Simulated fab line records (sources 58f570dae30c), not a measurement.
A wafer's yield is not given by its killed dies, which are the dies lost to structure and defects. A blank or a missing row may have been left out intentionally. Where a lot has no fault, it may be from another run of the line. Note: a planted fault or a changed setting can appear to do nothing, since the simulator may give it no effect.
Code-filled problem report in 8D (eight disciplines) form + flow berkeley_cmos170 + the parts of the form that need people (team, actions taken, sign-off) are left out

== 1. PROBLEM STATEMENT ==
Mean M3_AL_RS at UCB170_M3_RS_MEAS_02: 0.0278 ohm/sq over 2 wafers in 2 lots; fault-free wafers: 0.0321 ohm/sq, standard deviation 0.00041. Measured from the usual mean, that is -10 standard deviations.
The step: measures by four-point-probe.
First observed at day 10 05:11: wafer L673.1, on film_metro-03. The record has a number at this step for 40 wafers belonging to 14 lots. Rule for "out", or "out of limits": more than 4 standard deviations from the usual mean. The rest of the wafers with a number are treated as sound.

== 2. WHAT IT IS AND WHAT IT IS NOT ==
| question                    | is                           | is not                                                                                       |
|-----------------------------|------------------------------|----------------------------------------------------------------------------------------------|
| which readings at this step | M3_AL_RS                     | -                                                                                            |
| which lots                  | L673, L674                   | L659, L660, L661, L662, L664, L669, L671, L672, L675, L676, L678, L679                       |
| which wafers of those lots  | L673.1, L674.2               | L674.4, L674.5                                                                               |
| read on which gauges        | film_metro-02, film_metro-03 | film_metro-01                                                                                |
| when                        | from day 10 05:11            | up to then (24 sound wafers); but 14 sound wafers of L674, L675, L676, L678, L679 came after |

== 3. WHAT RULES OUT EACH SUSPECT ==
Counting: a tool at a process step up to the reading stays a suspect if it ran every lot that is out. Sound lots after the first of them don't rule it out here, since some wafers of a struck lot are sound.
- the gauge at UCB170_M3_RS_MEAS_02 is ruled out. Those wafers that are out were read across 2 gauges (film_metro-02, film_metro-03).
- pvd_sputter-01 at UCB170_M3_SPUTTER_01 (material Al, target thk 900 nm, time 120 s): kept. Ran every lot that is out, first one L673 (day 10 05:07); last sound lot up to then L672 (day 9 10:29). Its own readings are out on those wafers: cathode_dc_power_W.
Left after counting: pvd_sputter-01 at UCB170_M3_SPUTTER_01.

== 4. THE CAUSE (what the simulator had put in) ==
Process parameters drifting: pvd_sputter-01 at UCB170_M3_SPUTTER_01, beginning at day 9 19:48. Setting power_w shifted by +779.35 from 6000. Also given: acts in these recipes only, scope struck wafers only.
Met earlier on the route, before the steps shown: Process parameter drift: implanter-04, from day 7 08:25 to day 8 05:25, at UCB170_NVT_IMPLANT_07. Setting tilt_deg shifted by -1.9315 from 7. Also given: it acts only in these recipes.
Counting left only this tool.

== 5. THE EFFECT CHAIN, in route order ==
Each row: a reading where the mean over the struck wafers with a number is more than 3 standard deviations away from the usual. Only readings whose record carries a usual standard deviation are examined. hours: median over the lots of the time between each lot's start at the first step of this table that gives one and its start at this step. sigmas: the change, counted in usual standard deviations.
| hours | step                    | reading            | usual         | on struck wafers | change  | sigmas      |
|-------|-------------------------|--------------------|---------------|------------------|---------|-------------|
| 0     | UCB170_M3_SPUTTER_01    | cathode_dc_power_W | 5999.9 W      | 6777.8           | +777.9  | +99 or more |
| 0     | UCB170_M3_RS_MEAS_02    | M3_AL_RS           | 0.0321 ohm/sq | 0.0278           | -0.0042 | -10         |
| 4     | UCB170_M3_THK_MEAS_03   | M3_AL_THK          | 901 nm        | 1034             | +132    | +11         |
| 10    | UCB170_M3_METAL_ETCH_18 | oes_product_au     | 0.849 a.u.    | 0.925            | +0.077  | +5.9        |
Process steps it contains:
- UCB170_M3_SPUTTER_01: material Al, target thk 900 nm, time 120 s.
- UCB170_M3_METAL_ETCH_18: etches Al in Cl2/BCl3, stops on SiO2, target depth 1170 nm, time 195 s.
At these later measuring or inspecting steps, every struck wafer for which the step has a row has a number for every such reading, and none has moved that far: UCB170_M3_CD_MEAS_90.

== 6. HOW IT WOULD HAVE BEEN CAUGHT EARLIER ==
The first out-of-limits reading at a measuring or inspecting step in this record came at day 10 05:11, 9 hours after the fault's start at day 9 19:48.
At UCB170_M3_SPUTTER_01, the tool's own readings (cathode_dc_power_W) were out on each struck wafer the step has a row for, so an alarm limit on them would have fired on the first such wafer.
L674, from the lots that are out (2), started UCB170_M3_SPUTTER_01 on pvd_sputter-01 later than day 10 05:11. It would have been spared by a hold on the tool at that moment.
